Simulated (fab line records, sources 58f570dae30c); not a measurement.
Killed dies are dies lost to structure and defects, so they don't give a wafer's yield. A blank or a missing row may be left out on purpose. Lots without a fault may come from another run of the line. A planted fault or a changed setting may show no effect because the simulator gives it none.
Problem report in the 8D (eight disciplines) form, filled by code | flow berkeley_cmos170 | the parts of the form that need people (team, actions taken, sign-off) are left out

1. THE PROBLEM
PSD_RS at UCB170_SDANNEAL_RS_MEAS_02 reads a mean of 104.9 ohm/sq on 6 wafers of 2 lots; wafers without a fault read 75.5 ohm/sq with a standard deviation of 0.33. That is +89 standard deviations from the usual mean.
The step: measures by four-point-probe.
First seen on wafer L218.1, day 9 11:50, on film_metro-02. The record holds 42 wafers of 14 lots with a number at this step. Rule for "out", or "out of limits": more than 4 standard deviations from the usual mean. The other wafers with a number count as sound.

2. WHAT IT IS AND WHAT IT IS NOT
question                    | is                           | is not
which readings at this step | PSD_RS                       | -
which lots                  | L218, L221                   | L205, L206, L207, L208, L209, L210, L211, L214, L216, L223, L225, L226
which wafers of those lots  | all that have a number       | -
read on which gauges        | film_metro-02, film_metro-04 | film_metro-03
when                        | from day 9 11:50             | up to then (27 sound wafers); but 9 sound wafers of L223, L225, L226 came after

3. SUSPECTS, AND WHAT RULES EACH OUT
Counting: a tool at a process step up to the reading stays a suspect if it ran every lot that is out and no sound lot after the first of them.
- the gauge at UCB170_SDANNEAL_RS_MEAS_02: ruled out. The wafers that are out were read on 2 gauges (film_metro-02, film_metro-04).
- rtp_anneal-02 at UCB170_SDANNEAL_RTA_01 (time 5 s): kept. It ran every lot that is out, first L218 (day 9 11:43), and no sound lot after that; its last sound lot up to then is L216 (day 9 05:51).
Left after counting: rtp_anneal-02 at UCB170_SDANNEAL_RTA_01.

4. THE CAUSE (what the simulator had put in)
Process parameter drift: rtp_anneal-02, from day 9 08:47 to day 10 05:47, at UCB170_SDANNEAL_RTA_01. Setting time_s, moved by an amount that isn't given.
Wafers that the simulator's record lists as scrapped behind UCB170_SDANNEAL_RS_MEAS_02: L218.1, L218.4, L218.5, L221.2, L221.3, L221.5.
Counting left only this tool.

5. THE CHAIN OF EFFECTS, in route order
Each row: a reading whose mean over the struck wafers that have a number lies more than 3 standard deviations from the usual. Only readings for which the record gives a usual standard deviation are gone through. hours: the time from each lot's start at the first step in this table that gives one to its start at this step, as a median over the lots. sigmas: the change in usual standard deviations.
hours | step                       | reading | usual       | on struck wafers | change | sigmas
0     | UCB170_SDANNEAL_RS_MEAS_02 | PSD_RS  | 75.5 ohm/sq | 104.9            | +29.4  | +89

6. WHAT WOULD HAVE CAUGHT IT SOONER
In this record the first reading out of limits at a measuring or inspecting step was taken at day 9 11:50, 3 hours after the fault began at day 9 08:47.
Of the tool readings at UCB170_SDANNEAL_RTA_01 for which the record gives a usual standard deviation, none was out on any struck wafer, so an alarm limit of 4 standard deviations on them would not have fired.
Of the lots that are out (2), L221 began UCB170_SDANNEAL_RTA_01 on rtp_anneal-02 after day 9 11:50. A hold on the tool at that time would have spared it.
